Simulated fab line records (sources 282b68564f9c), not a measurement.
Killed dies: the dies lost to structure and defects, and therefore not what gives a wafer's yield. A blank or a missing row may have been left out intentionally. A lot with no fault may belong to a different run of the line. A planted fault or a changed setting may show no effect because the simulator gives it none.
Problem report in the 8D (eight disciplines) form, filled by code	flow rit cmos	the parts of the form that need people (team, actions taken, sign-off) are left out

1. WHAT WENT WRONG
Mean of cd nm at RIT_M1_CD_MEAS_90: 2617.8 nm across 6 wafers in 2 lots; on wafers with no fault it is 2601.5 nm (standard deviation 2.6). Relative to the usual mean, that is a shift of +6.3 standard deviations.
The step: target cd 2600 nm.
Earliest sighting: wafer L302.1 on cd sem-01 at day 5 00:30. Wafers with a number at this step in the record: 33, from 11 lots. Rule for "out" (also "out of limits"): further than 4 standard deviations from the usual mean. Any other wafer with a number is counted as sound.

2. WHAT IT IS AND WHAT IT IS NOT
question	is	is not
which readings at this step	cd nm	-
which lots	L302, L306	L295, L308, L310, L311, L312, L313, L314, L316, L317
which wafers of those lots	all that have a number	-
read on which gauges	cd sem-01, cd sem-02	-
when	from day 5 00:30	up to then (3 sound wafers); but 24 sound wafers of L308, L310, L311, L312, L313, L314, L316, L317 came after

3. WHAT RULES OUT EACH SUSPECT
Counting: a tool stays on the suspect list if, at a process step up to the reading, it processed all lots that are out and no sound lot following the first of them.
- the gauge at RIT_M1_CD_MEAS_90 has been ruled out. Those wafers that are out were read across 2 gauges (cd sem-01, cd sem-02).
- rie metal-03 at RIT_M1_METAL_ETCH_12 (etches Al in Cl2/BCl3, stops on SiO2, time 165 s, target depth 600 nm): kept. It ran every lot that is out, first L302 (day 4 23:58), and no sound lot after that. Out on those wafers are its own readings of oes product au, rf fwd power W.
After counting, what remains is rie metal-03 at RIT_M1_METAL_ETCH_12.

4. THE CAUSE (what the simulator had put in)
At RIT_M1_METAL_ETCH_12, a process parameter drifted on rie metal-03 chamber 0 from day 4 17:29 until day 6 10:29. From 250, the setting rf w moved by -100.
Only this tool survived the counting.

5. THE EFFECT CHAIN, in route order
Each row: a reading whose mean over the struck wafers that have a number lies more than 3 standard deviations from the usual. Scope: only readings with a usual standard deviation given in the record; hours: median across lots of the time from each lot's start at the first step in this table that gives one to its start at this step; sigmas: change in usual standard deviations.
hours	step	reading	usual	on struck wafers	change	sigmas
0	RIT_M1_METAL_ETCH_12	oes product au	0.778 a.u.	0.738	-0.040	-5.1
0	RIT_M1_METAL_ETCH_12	rf fwd power W	248.9 W	149.4	-99.5	-99 or more
1	RIT_M1_CD_MEAS_90	cd nm	2601.5 nm	2617.8	+16.3	+6.3
2	RIT_M1_PROBE_99	defect limited yield	97.4 %	0.0	-97.4	-81
2	RIT_M1_PROBE_99	killed dies	7	264	+257	+83
2	RIT_M1_PROBE_99	killed on rim	1.8	70.0	+68.2	+49
2	RIT_M1_PROBE_99	sort_bin_5_function	1.5 %	98.8	+97.3	+99 or more
2	RIT_M1_PROBE_99	sort n pass	257	0	-257	-83
2	RIT_M1_PROBE_99	sort yield pct	97.4 %	0.0	-97.4	-81
Process steps it contains:
- RIT_M1_METAL_ETCH_12: etches Al in Cl2/BCl3, stops on SiO2, time 165 s, target depth 600 nm.
- RIT_M1_PROBE_99

6. WHAT WOULD HAVE CAUGHT IT SOONER
7 hours passed between the start of the fault at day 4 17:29 and the first reading out of limits at a measuring or inspecting step in this record, taken at day 5 00:30.
Tool's own readings at RIT_M1_METAL_ETCH_12, oes product au, rf fwd power W: out on all struck wafers the step has rows for; an alarm limit on them would have tripped on the first.
Of the lots that are out (2), L306 began RIT_M1_METAL_ETCH_12 on rie metal-03 after day 5 00:30. A hold on the tool at that time would have spared it.
